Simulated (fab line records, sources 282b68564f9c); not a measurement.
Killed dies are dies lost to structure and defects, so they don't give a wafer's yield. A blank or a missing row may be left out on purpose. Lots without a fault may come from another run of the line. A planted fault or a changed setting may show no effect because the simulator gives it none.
A struck lot beside a sound one | flow rit_cmos | 15 steps out of a route of 202
Sound: wafers L817.1, L817.5, L817.6. Struck: wafers L814.1, L814.4, L814.6. The cause comes at the end.
At each step with rows: each side's tool, then ch and its chambers, then its first start. Under that, the readings that differ: sound wafers | struck wafers | difference of the means | sigmas: that difference in standard deviations of wafers without a fault.
alike: readings whose means differ by less than 2 such deviations, and words and numbers that are the same on both sides. not compared: withheld readings, readings that some wafer has no value for, bounds like >300 that may hide the same value, and numbers for which the record gives no deviation and whose values overlap.
The two part at a step that has a row with sigmas, a row that says differs or no value, or rows on one side only. Numbers that don't overlap but have no deviation are shown without sigmas and don't part them. A reading that every wafer of one side lacks parts them only if that side has two wafers or more.

first, 1 step without rows for these wafers: RIT_PRETRO_DEVELOP_05 (develop time 68 s).
RIT_PRETRO_OVL_MEAS_06:
  sound on overlay-01, day 5 04:25; struck on overlay-01, day 4 14:04
  alike: PRETRO_OVL
then, 2 steps without rows for these wafers: RIT_PRETRO_HARDBAKE_07 (time 120 s); RIT_PRETRO_IMPLANT_08.
RIT_PRETRO_STRIP_09: strips in O2, time 180 s.
  sound on plasma_asher-01 ch 0,1, day 5 04:52; struck on plasma_asher-02 ch 0, day 4 14:29
  alike: drypump_motor_current_A
  not compared: rf_hours_counter_h
RIT_PRETRO_TW_MEAS_10:
  sound on film_metro-04, day 5 05:02; struck on film_metro-04, day 4 14:40
  alike: PRETRO_TW
then, 5 steps without rows for these wafers: RIT_GATE_WET_ETCH_00 (etches SiO2 in BOE, target depth 56 nm, time 60 s); RIT_GATE_CLEAN_01 (cleans in SC1, time 600 s); RIT_GATE_CLEAN_02 (cleans in dHF, time 30 s); RIT_GATE_CLEAN_03 (cleans in SC2, time 600 s); RIT_GATE_CLEAN_04 (cleans in dHF, time 60 s).
RIT_FOX2_THK_MEAS_91:
  sound on film_metro-01, day 5 05:32; struck on film_metro-04, day 4 15:09
  alike: FIELD_OXIDE_LEFT_2_THK
RIT_GATE_OXIDATION_05: target thk 3 nm, ox time 270 s.
  sound on furnace-03 ch 0, day 5 05:47; struck on furnace-01, day 4 15:13
  no value came back on the struck wafers for ox_temp_c (C), ox_temp_c_max; on the sound wafers ox_temp_c (C) reads 899.8 899.9 899.5
then, 2 steps without rows for these wafers: RIT_GATE_ANNEAL_06 (time 600 s); RIT_GATE_CVD_08 (deposits poly-Si from SiH4, target thk 250 nm, time 2220 s).

WHERE THEY PART
Only at RIT_GATE_OXIDATION_05, within this record.

WHY: what the simulator had put in
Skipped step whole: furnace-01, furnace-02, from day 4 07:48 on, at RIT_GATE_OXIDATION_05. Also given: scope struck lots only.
